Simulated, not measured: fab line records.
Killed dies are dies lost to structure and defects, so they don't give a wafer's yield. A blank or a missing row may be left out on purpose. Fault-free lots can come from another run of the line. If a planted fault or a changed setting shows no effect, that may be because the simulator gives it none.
The same fault as seen by 2 desks ; flow berkeley cmos170 ; what lay behind the numbers comes last; until then each desk has only its own

== AT THE TOOL OWNER'S DESK: rie diel-02 ==
The tool's own readings at UCB170_V2_ETCH_14 (etches SiO2 in CHF3/CF4/Ar, stops on Al, target depth 1250 nm, time 291 s): means of the sampled wafers that have a number, for each lot that ran on this tool. Any lot whose mean is over 4 standard deviations away from the usual mean is out of limits and marked OUT; that distance is given in the brackets.
Columns: A = CHF3_flow_sccm at UCB170_V2_ETCH_14, usual 44.99 sccm; B = drypump motor current A at UCB170_V2_ETCH_14, usual 5.8 A; C = oes product au at UCB170_V2_ETCH_14, usual 0.872 a.u.; D = rf fwd power W at UCB170_V2_ETCH_14, usual 698.2 W; E = throttle valve pct at UCB170_V2_ETCH_14, usual 6.97 %
lot;first seen here;A;B;C;D;E
L926;day 8 20:16;44.89;5.7;0.862;699.1;7.03
L937;day 11 08:53;45.15;5.8;0.845;418.9 (-99 or more) OUT;7.05
L938;day 11 11:18;44.90;5.6;0.855;418.2 (-99 or more) OUT;7.07
Finding of this desk: L937, L938 out of limits; the first was L937 at day 11 08:53, on rf fwd power W at UCB170_V2_ETCH_14. L926 stayed within limits.

== THE METROLOGY DESK ==
Lot by lot, what the gauges showed, no matter which tool ran the lot: averages of those sampled wafers that carry a number. Any lot whose mean is over 4 standard deviations away from the usual mean is out of limits and marked OUT; that distance is given in the brackets.
Columns: A = INCOMING_BOW at UCB170_START_BOW_MEAS_00, usual -1 um; B = GATE_OXIDE_THK at UCB170_GATE_THK_MEAS_02, usual 6.58 nm; C = cd nm at UCB170_V2_CD_MEAS_90, usual 700.2 nm; D = M3_BOW at UCB170_M3_BOW_MEAS_20, usual 34 um
lot;first seen here;A;B;C;D
L925;day 1 10:01;3;6.37;701.3;39
L926;day 1 15:00;-5;6.70;699.4;35
L927;day 1 20:01;-1;6.44;700.4;32
L928;day 2 01:00;9;6.40;702.3;46
L929;day 2 06:02;0;6.57;700.9;36
L930;day 2 11:01;7;6.49;699.6;40
L933;day 3 02:00;-4;6.56;699.7;36
L937;day 3 22:00;-9;6.69;693.5 (-4.8) OUT;-
L938;day 4 03:01;2;6.62;695.2;49
L943;day 5 04:04;7;6.64;700.3;39
L944;day 5 09:00;-7;6.35;699.4;34
L946;day 5 19:00;-7;6.77;699.6;27
L947;day 6 00:01;-2;6.56;700.4;33
L948;day 6 05:02;-1;6.54;700.2;34
Finding of this desk: L937 out of limits; the first was L937 at day 11 09:10, on cd nm at UCB170_V2_CD_MEAS_90. L925, L926, L927, L928, L929, L930, L933, L938, L943, L944, L946, L947, L948 stayed within limits.

== BROUGHT TOGETHER ==
The tool owner's desk had the chance to raise an alarm at day 11 08:53 on L937, L938.
On L937, the metrology desk was in a position to raise an alarm at day 11 09:10.
The metrology desk has L938 on record, within its limits.
The lots listed all ran UCB170_V2_ETCH_14 on rie diel-02.

== WHAT THE SIMULATOR PUT IN ==
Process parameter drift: rie diel-02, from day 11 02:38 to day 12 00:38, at UCB170_V2_ETCH_14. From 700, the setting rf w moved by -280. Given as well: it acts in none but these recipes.
Lots struck among those shown: L937, L938.
Time in hours from fault onset to the first out-of-limits reading at each desk: tool owner's desk 6, metrology desk 7.
